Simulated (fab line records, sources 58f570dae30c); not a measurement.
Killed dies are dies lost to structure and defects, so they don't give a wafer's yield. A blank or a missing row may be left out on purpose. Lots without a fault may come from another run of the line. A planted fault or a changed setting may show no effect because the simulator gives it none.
Split-lot experiment | flow berkeley_cmos170 | 5 lots, 23 wafers read, on a route of 331 steps

THE SPLIT
At UCB170_PWELL_COAT_08 (resist thk 900 nm), the setting resist_thk_nm was moved away from the recipe's 900 nm on 11 of the 23 wafers read, by -5.6% to +6.0%. The other wafers ran this setting at the recipe's value.

The reading is taken at the split's own step.

THE READING
KrF_of_PWELL_COAT_08.thk_nm (the simulator's own value, which no gauge read), in nm, at UCB170_PWELL_COAT_08 (resist thk 900 nm). The file gives no usual value for it. The 12 wafers here that ran the recipe average 899.4 nm, standard deviation 2.3 nm.

wafer  | tool, chamber at the split | resist_thk_nm as run, nm | against the recipe | KrF_of_PWELL_COAT_08.thk_nm, nm | against lot-mates on the recipe
L075.1 | litho_track-01, 0          | 900                      | recipe             | 897.5                           | -
L075.2 | litho_track-01, 0          | 954                      | +6.0%              | 950.4                           | +54.4
L075.3 | litho_track-01, 0          | 900                      | recipe             | 894.4                           | -
L075.4 | litho_track-01, 0          | 954                      | +6.0%              | 949.6                           | +53.6
L075.5 | litho_track-01, 0          | 954                      | +6.0%              | 949.5                           | +53.5
L077.1 | litho_track-01, 0          | 900                      | recipe             | 899.8                           | -
L077.2 | litho_track-01, 0          | 862.5                    | -4.2%              | 863.2                           | -36.8
L077.4 | litho_track-01, 0          | 862.5                    | -4.2%              | 863.9                           | -36.1
L077.5 | litho_track-01, 0          | 862.5                    | -4.2%              | 863.8                           | -36.2
L077.6 | litho_track-01, 0          | 900                      | recipe             | 900.1                           | -
L078.1 | litho_track-04, 0          | 900                      | recipe             | 900                             | -
L078.3 | litho_track-04, 0          | 900                      | recipe             | 895.7                           | -
L078.6 | litho_track-04, 0          | 900                      | recipe             | 900.4                           | -
L081.1 | litho_track-01, 0          | 900                      | recipe             | 899.5                           | -
L081.2 | litho_track-01, 0          | 872.6                    | -3.0%              | 876                             | -24.4
L081.3 | litho_track-01, 0          | 900                      | recipe             | 900.2                           | -
L081.5 | litho_track-01, 0          | 900                      | recipe             | 901.6                           | -
L081.6 | litho_track-01, 0          | 872.6                    | -3.0%              | 872.3                           | -28.1
L085.1 | litho_track-04, 0          | 849.5                    | -5.6%              | 849.6                           | -52.1
L085.3 | litho_track-04, 0          | 900                      | recipe             | 902.3                           | -
L085.4 | litho_track-04, 0          | 849.5                    | -5.6%              | 852.2                           | -49.5
L085.5 | litho_track-04, 0          | 849.5                    | -5.6%              | 849.8                           | -52.0
L085.6 | litho_track-04, 0          | 900                      | recipe             | 901.2                           | -

THE FIT
A straight line over all 23 wafers: KrF_of_PWELL_COAT_08.thk_nm changes by +8.52 nm for each +1% of resist_thk_nm; r = +1.00; the points scatter about the line by 1.9 nm.
The same after taking each lot's own level away (the mean of its wafers on the recipe; 23 wafers): +8.96 nm for each +1%; r = +1.00; scatter 1.4 nm.
On that fit, the largest move of resist_thk_nm shifts the reading by 54 nm.
The lots' own levels span 895.95 to 901.75 nm, that is 2.6 times the standard deviation above.
So the lot-to-lot level changes the slope little: the two slopes agree.
Check: with one of the wafers moved furthest among these (+6.0%) left out of the fit, the line predicts +53.8 nm for it against its lot-mates. It came out at +54.4 nm against them.

THE WHOLE CHAIN: every reading that the file lists as answering this split, in the file's order
step                  | what it does      | reading                                                                      | change (the file's fit)              | r (the file's)
UCB170_PWELL_COAT_08  | resist thk 900 nm | KrF_of_PWELL_COAT_08.thk_nm (the simulator's own value, which no gauge read) | +8.95 nm for each +1% of the setting | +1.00
UCB170_PWELL_STRIP_16 | strips in O2      | strip_time_to_endpoint_s                                                     | withheld for each +1% of the setting | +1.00

THE FILE'S OWN FIT
KrF_of_PWELL_COAT_08.thk_nm changes by +8.95 nm for each +1% of resist_thk_nm, r = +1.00.
